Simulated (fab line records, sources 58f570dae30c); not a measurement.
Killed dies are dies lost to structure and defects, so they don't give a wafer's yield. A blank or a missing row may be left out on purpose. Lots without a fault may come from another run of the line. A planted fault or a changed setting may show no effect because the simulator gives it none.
Which tool did it? | flow berkeley_cmos170 | 14 lots, 42 wafers sampled, at 2 steps of a route of 331

WHAT THE GAUGES READ, wafer by wafer
UCB170_GATE_CD_MEAS_12: target cd 350 nm.
lot  | measured     | on        | cd_nm (nm)
L163 | day 6 09:17  | cd_sem-01 | 349.6 351.4 348.9
L168 | day 7 02:38  | cd_sem-02 | 349.6 351.6 350.6
L167 | day 7 03:07  | cd_sem-01 | 350.4 350.9 350.3
L171 | day 7 12:37  | cd_sem-01 | 349.7 350.9 349.1
L169 | day 7 12:44  | cd_sem-02 | 350.3 349.9 350.0
L172 | day 8 00:56  | cd_sem-01 | 354.9 355.7 355.9
L173 | day 8 01:08  | cd_sem-02 | 352.1 351.4 351.5
L175 | day 8 23:57  | cd_sem-02 | 355.5 354.1 355.7
L180 | day 10 08:13 | cd_sem-02 | 351.1 350.5 350.8
L179 | day 10 08:28 | cd_sem-01 | 349.8 350.6 351.4
L183 | day 10 23:09 | cd_sem-02 | 349.9 349.4 349.4
L184 | day 10 23:23 | cd_sem-01 | 348.6 349.9 349.0
L186 | day 11 07:59 | cd_sem-02 | 352.8 352.3 351.4
L185 | day 11 08:13 | cd_sem-01 | 348.2 348.0 347.7

WHICH TOOL RAN EACH LOT (tool, then ch and the chambers of the sampled wafers, then the start)
lot  | UCB170_GATE_SOFTBAKE_08
L163 | litho_track-02 ch 0, day 6 08:00
L168 | litho_track-02 ch 0, day 7 02:00
L167 | litho_track-04 ch 0, day 7 02:00
L171 | litho_track-04 ch 0, day 7 11:00
L169 | litho_track-02 ch 0, day 7 11:00
L172 | litho_track-02 ch 0, day 7 23:00
L173 | litho_track-04 ch 0, day 8 00:00
L175 | litho_track-02 ch 0, day 8 22:00
L180 | litho_track-04 ch 0, day 10 07:00
L179 | litho_track-03 ch 0, day 10 07:00
L183 | litho_track-04 ch 0, day 10 22:00
L184 | litho_track-03 ch 0, day 10 22:00
L186 | litho_track-02 ch 0, day 11 06:00
L185 | litho_track-03 ch 0, day 11 06:00
- UCB170_GATE_SOFTBAKE_08: time 60 s.

WHAT THE TOOLS THEMSELVES READ (means of the sampled wafers that have a number; where no wafer has one, the mark that the record gives instead)
UCB170_GATE_SOFTBAKE_08.
lot  | tool           | heater_power_total_W (W) | plate_temp_C (C)
L163 | litho_track-02 | 56.82                    | 130.15
L168 | litho_track-02 | 56.80                    | 130.01
L167 | litho_track-04 | 56.81                    | 130.00
L171 | litho_track-04 | 56.78                    | 129.93
L169 | litho_track-02 | 56.82                    | 130.09
L172 | litho_track-02 | 55.56                    | 127.85
L173 | litho_track-04 | 56.79                    | 130.04
L175 | litho_track-02 | 55.53                    | 127.75
L180 | litho_track-04 | 56.81                    | 130.02
L179 | litho_track-03 | 56.79                    | 129.90
L183 | litho_track-04 | 56.79                    | 130.11
L184 | litho_track-03 | 56.75                    | 129.97
L186 | litho_track-02 | 56.79                    | 129.99
L185 | litho_track-03 | 56.80                    | 130.16

THE ANSWER, worked out from the rows above alone
Rule: what is usual is taken from the lots themselves. Put in order of their means at a reading, lots are off if they are a third of the lots or fewer, leave a main group of 4 or more, and stand apart from it by a gap of 3 or more times the standard deviation of the main group's means; of several such gaps the widest counts. A main group whose means are all the same, to the digits that the tables above print for the reading, isn't used. A lot without any number at a reading at which 4 lots or more have one is off too. The other lots that the step has rows for count as sound. The gauges are gone through in route order, then the tools' own readings, and for those a lot's mean is taken as printed above. The first step at which some lot is off is used, and at that step the reading that is off furthest; a lot without a number counts as furthest.
Off: L172, L175, at UCB170_GATE_SOFTBAKE_08 (heater_power_total_W). The main group: mean 56.80 W, standard deviation 0.018.
A tool fits if, at that step or a process step before it, it ran every lot that is off, and no sound lot after the first of them. None of those tried fits.

WHAT THE SIMULATOR HAD PUT IN
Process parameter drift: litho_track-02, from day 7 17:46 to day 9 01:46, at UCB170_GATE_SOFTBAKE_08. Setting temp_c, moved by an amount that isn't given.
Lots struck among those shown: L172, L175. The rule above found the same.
